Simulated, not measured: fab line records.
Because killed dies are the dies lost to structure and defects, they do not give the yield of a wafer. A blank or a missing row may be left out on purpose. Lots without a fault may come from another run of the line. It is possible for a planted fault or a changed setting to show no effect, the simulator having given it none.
fab line records | flow berkeley-cmos170 | part 2 of 2: steps 30 to 41 of 41
[record] lots = 5 wafers = 15 last-day = 11
route steps=331 shown GATE@139 PLDD@145 NLDD@158 SPACER@171 PSD@175
lots untouched by any fault: they come from a run of this same line in which no faults occurred
start-h: the number of hours between the record's first day and the start of the first shown wafer of the lot | wait-h: hours elapsed since this lot's preceding step | " same as the row above | L1.1+2: several wafers, shown together as one row | - no value present, or no start provided | * or withheld: withheld | < > ~ a bound
route shown NAME@n: NAME is a module with steps in the file, n the number in the route of the first one | usual: average and standard deviation across the fault-free wafers | same: alike in all rows | chamber/n: place in a boat | sites: per-site readings | _std_site: how widely they spread, as a standard deviation | _edge_site: the outer-site mean with the inner-site mean subtracted | radius-mm: for every site, how far away it sits from the centre of the wafer | mask NAME#n: copy n | behind: the tool/chamber that last shaped the wafer | hold: why the lot went on hold/how many hours it stayed there/how the hold came to an end | device: the n, p or np transistor that did not switch | end of line: tests of these same wafers at the route's end | for a step that has no rows: nothing shown but its recipe | killed: at the first sort, the dies lost to defects and structure; wafer yield is something else | map: a wafer's dies, marking killed ones x, the rest . and places with no die _
set.NAME: setting as actually run; set.NAME@STEP: the setting as run at that earlier step | model.NAME: the simulator's own value behind a step, which no gauge read
lots seen at some steps along the route; tables by step, rows by wafer
services: from which hour (start-h, from the record's first day; less than 0 if before it) a tool's chamber was out of use, for how many hours, and why
[[steps]]
[step UCB170_NLDD_STRIP_10]
[recipe] chemistry = O2 power-w = 400 pressure-mtorr = 3500 platen-temp-c = withheld o2-flow-sccm = 400 overash-fraction = 0.5
[usual] drypump-motor-current-A = 5.8/0.56 oes-product-au = 0.735/0.0048 strip-time-to-endpoint-s = 21.68/0.066
// columns lot.wafer tool chamber start-h wait-h drypump-motor-current-A oes-product-au rf-hours-counter-h strip-time-to-endpoint-s
L075.1 plasma-asher-02 0 160.23 0.1 6.6 0.739 44 21.66
L075.3 " 1 " " 5.6 0.740 - 21.61
L075.6 " 0 " " 6.5 0.734 - 21.65
L074.3 plasma-asher-01 1 160.61 0.1 5.5 0.733 - 21.63
L074.4 " 0 " " 5.6 0.736 - 21.73
L074.5 " 1 " " 5.5 0.747 - 21.66
L081.4 plasma-asher-04 0 180.08 0.1 5.1 0.737 - 21.62
L081.5 " 0 " " 5.1 0.735 - 21.59
L081.6 " 1 " " 6.7 0.734 - 21.55
L087.2 plasma-asher-01 1 217.38 0.1 5.5 0.734 48 21.66
L087.4 " 1 " " 5.5 0.738 - 21.69
L087.5 " 1 " " 5.5 0.735 - 21.66
L094.1 plasma-asher-02 0 231.92 0.1 6.5 0.733 52 21.73
L094.3 " 0 " " 6.5 0.740 - 21.73
L094.4 " 1 " " 5.6 0.732 - 21.79
[step UCB170_NLDD_TW_MEAS_11]
[usual] NLDD_TW = 2206/19
// columns lot.wafer tool chamber start-h wait-h NLDD_TW
L075.1 film-metro-01 - 160.33 0.1 2229
L075.3 " - " " 2229
L075.6 " - " " 2225
L074.3 film-metro-02 - 160.70 0.1 2219
L074.4 " - " " 2223
L074.5 " - " " 2220
L081.4 film-metro-03 - 180.18 0.1 2176
L081.5 " - " " 2190
L081.6 " - " " 2199
L087.2 film-metro-03 - 217.49 0.1 2175
L087.4 " - " " 2189
L087.5 " - " " 2190
L094.1 film-metro-01 - 232.02 0.1 2228
L094.3 " - " " 2231
L094.4 " - " " 2243
[step UCB170_NLDD_CLEAN_12]
[recipe] chemistry = SPM temp-c = 120 time-s = 600
[usual] temp-c = 120.03/0.12
// columns lot.wafer tool chamber start-h wait-h temp-c
L074.3 wet-bench-02 0 160.87 0.2 120.14
L074.4 " 0 " " 120.07
L074.5 " 0 " " 120.27
L075.1 wet-bench-02 2 160.87 0.5 120.05
L075.3 " 2 " " 119.95
L075.6 " 2 " " 120.12
L081.4 wet-bench-02 1 180.21 0.0 120.05
L081.5 " 1 " " 120.12
L081.6 " 1 " " 120.11
L087.2 wet-bench-03 1 217.60 0.1 120.06
L087.4 " 1 " " 120.17
L087.5 " 1 " " 120.06
L094.1 wet-bench-03 3 232.12 0.1 120.00
L094.3 " 3 " " 120.22
L094.4 " 3 " " 120.04
[step UCB170_SPACER_CVD_00]
[recipe] material = SiO2 target-thk-nm = 376 temp-c = 390 precursor = TEOS/O2 time-s = 47 rf-w = 550 pressure-mtorr = 9000
[usual] heater-power-w = 274/51
// columns lot.wafer tool chamber start-h wait-h heater-power-w
L074.3 pecvd-01 2 161.22 0.0 221
L074.4 " 1 " " 236
L074.5 " 2 " " 230
L075.1 pecvd-03 2 161.22 0.0 270
L075.3 " 1 " " 264
L075.6 " 0 " " 286
L081.4 pecvd-01 1 180.41 0.0 259
L081.5 " 1 " " 279
L081.6 " 0 " " 260
L087.2 pecvd-03 1 217.78 0.0 303
L087.4 " 0 " " 284
L087.5 " 2 " " 254
L094.1 pecvd-03 1 232.29 0.0 331
L094.3 " 0 " " 333
L094.4 " 0 " " 235
[step UCB170_SPACER_THK_MEAS_01]
[recipe] reads = SiO2_of_SPACER_CVD_00
[usual] SPACER_TEOS_THK = 377/5.5
// columns lot.wafer tool chamber start-h wait-h SPACER_TEOS_THK[nm]
L075.1 film-metro-04 - 161.26 0.0 382
L075.3 " - " " 377
L075.6 " - " " 383
L074.3 film-metro-02 - 161.28 0.0 375
L074.4 " - " " 377
L074.5 " - " " 380
L081.4 film-metro-04 - 180.48 0.1 379
L081.5 " - " " 381
L081.6 " - " " 379
L087.2 film-metro-03 - 217.83 0.0 374
L087.4 " - " " 385
L087.5 " - " " 384
L094.1 film-metro-04 - 232.34 0.0 372
L094.3 " - " " 369
L094.4 " - " " 375
[step UCB170_SPACER_ANNEAL_02]
[recipe] temp-c = 900 time-s = 1800 ambient = N2
[usual] zone-power-load-pct = 26.7/3
// columns lot.wafer tool chamber start-h wait-h zone-power-load-pct
L074.3 furnace-04 0 166.62 5.3 28.3
L074.4 " 0 " " 28.1
L074.5 " 0 " " 28.6
L075.1 furnace-04 0 166.62 5.4 28.3
L075.3 " 0 " " 28.5
L075.6 " 0 " " 28.5
L081.4 furnace-02 0 184.52 4.0 24.0
L081.5 " 0 " " 24.0
L081.6 " 0 " " 24.2
L087.2 furnace-02 0 222.95 5.1 24.0
L087.4 " 0 " " 24.0
L087.5 " 0 " " 24.1
L094.1 furnace-01 0 236.06 3.7 30.6
L094.3 " 0 " " 30.9
L094.4 " 0 " " 30.5
[step UCB170_SPACER_ETCHBACK_03]
[recipe] stop-on = Si target = SiO2 chemistry = CHF3/CF4/Ar CHF3_flow_sccm = 50 cf4-flow-sccm = 10 Ar_flow_sccm = 120 pressure-mtorr = 200 rf-w = 500 target-depth-a = 3760 time-s = 100
[usual] drypump-motor-current-A = 5.7/0.51 oes-product-au = 0.903/0.013 throttle-valve-pct = 6.49/0.14
// columns lot.wafer tool chamber start-h wait-h drypump-motor-current-A oes-product-au rf-hours-counter-h throttle-valve-pct
L075.1 rie-diel-04 2 168.12 0.0 5.2 0.899 42 6.21
L075.3 " 1 " " 6.3 0.899 5 6.63
L075.6 " 3 " " 5.7 0.921 - 6.56
L074.3 rie-diel-01 3 168.19 0.1 5.9 0.901 101 6.56
L074.4 " 0 " " 5.0 0.903 56 6.45
L074.5 " 2 " " 5.0 0.920 - 6.63
L081.4 rie-diel-04 0 186.02 0.0 5.7 0.910 7 6.67
L081.5 " 3 " " 5.7 0.912 - 6.58
L081.6 " 2 " " 5.2 0.881 - 6.22
L087.2 rie-diel-01 0 224.45 0.0 5.0 0.887 59 6.44
L087.4 " 3 " " 5.9 0.917 104 6.57
L087.5 " 2 " " 5.1 0.923 - 6.63
L094.1 rie-diel-01 2 237.56 0.0 5.0 0.912 32 6.64
L094.3 " 0 " " 5.0 0.889 60 6.45
L094.4 " 1 " " 6.4 0.894 20 6.39
[step UCB170_PSD_HMDS_00]
[recipe] prime-time-s = 60 prime-temp-c = 100
[usual] prime-temp-c = 100.04/0.13
// columns lot.wafer tool chamber start-h wait-h prime-temp-c
L075.1 litho-track-02 0 168.32 0.2 100.17
L075.3 " 0 " " 100.22
L075.6 " 0 " " 100.05
L074.3 litho-track-02 0 168.82 0.6 99.96
L074.4 " 0 " " 100.11
L074.5 " 0 " " 99.79
L081.4 litho-track-03 0 186.25 0.2 100.26
L081.5 " 0 " " 100.09
L081.6 " 0 " " 100.14
L087.2 litho-track-04 0 224.55 0.1 100.18
L087.4 " 0 " " 100.09
L087.5 " 0 " " 100.02
L094.1 litho-track-02 0 237.67 0.1 99.90
L094.3 " 0 " " 99.84
L094.4 " 0 " " 100.11
[step UCB170_PSD_COAT_01]
[recipe] resist = KrF spin-rpm = 1500 resist-thk-nm = 900
// columns lot.wafer tool chamber start-h wait-h
L075.1+3+6 litho-track-02 0 168.47 0.1
L074.3+4+5 litho-track-02 0 168.97 0.1
L081.4+5+6 litho-track-03 0 186.40 0.1
L087.2+4+5 litho-track-04 0 224.70 0.1
L094.1+3+4 litho-track-02 0 237.82 0.1
[step UCB170_PSD_SOFTBAKE_02]
[recipe] resist = KrF temp-c = 130 time-s = 60
// columns lot.wafer tool chamber start-h wait-h
L075.1+3+6 litho-track-02 0 168.62 0.1
L074.3+4+5 litho-track-02 0 169.12 0.1
L081.4+5+6 litho-track-03 0 186.55 0.1
L087.2+4+5 litho-track-04 0 224.85 0.1
L094.1+3+4 litho-track-02 0 237.97 0.1
[step UCB170_PSD_EXPOSE_03]
[recipe] mask-id = PSELECT_MOD na = 0.5 sigma-outer = 0.6 source-shape = conventional target-cd-nm = 1200 dose-mj = 30
// columns lot.wafer tool chamber start-h wait-h mask
L075.1+3+6 krf-scanner-01 0 168.77 0.1 PSELECT_MOD#0
L074.3+4+5 krf-scanner-02 0 169.54 0.4 PSELECT_MOD#0
L081.4+5+6 krf-scanner-01 0 186.84 0.3 PSELECT_MOD#0
L087.2+4+5 krf-scanner-02 0 225.23 0.4 PSELECT_MOD#0
L094.1+3+4 krf-scanner-02 0 238.24 0.2 PSELECT_MOD#0
[step UCB170_PSD_PEB_04]
[recipe] peb-temp-c = 130 peb-time-s = withheld resist = KrF
// columns lot.wafer tool chamber start-h wait-h
L075.1+3+6 litho-track-02 0 169.22 0.4
L074.3+4+5 litho-track-04 0 169.86 0.3
L081.4+5+6 litho-track-02 0 186.97 0.1
L087.2+4+5 litho-track-04 0 225.36 0.1
L094.1+3+4 litho-track-04 0 239.19 0.9
[[services]]
// columns tool chamber start-h hours kind
pecvd-03 - 131.71 4.4 repair
rie-diel-01 2 131.92 29.8 repair
rie-si-01 - 138.70 1.3 repair
rie-diel-04 1 139.85 12.0 repair
wet-bench-02 - 143.56 14.3 repair
krf-scanner-01 - 146.00 0.8 pm
rie-diel-02 2 151.81 9.0 repair
rie-si-01 1 152.57 4.9 repair
implanter-03 - 153.08 2.7 repair
rie-si-01 0 158.57 7.1 repair
implanter-03 - 162.06 2.5 repair
plasma-asher-04 - 162.68 1.7 repair
krf-scanner-01 - 170.83 1.3 pm
pecvd-03 1 172.50 2.2 repair
krf-scanner-01 - 173.94 3.5 repair
krf-scanner-01 - 177.78 6.8 repair
wet-bench-04 - 182.30 2.1 repair
pecvd-03 - 184.02 1.2 repair
krf-scanner-02 - 185.25 4.4 pm
krf-scanner-02 - 201.14 1.0 pm
plasma-asher-02 - 203.56 4.3 pm
rie-si-01 3 204.50 1.4 repair
rie-diel-01 3 213.76 7.8 repair
krf-scanner-01 - 222.46 4.0 pm
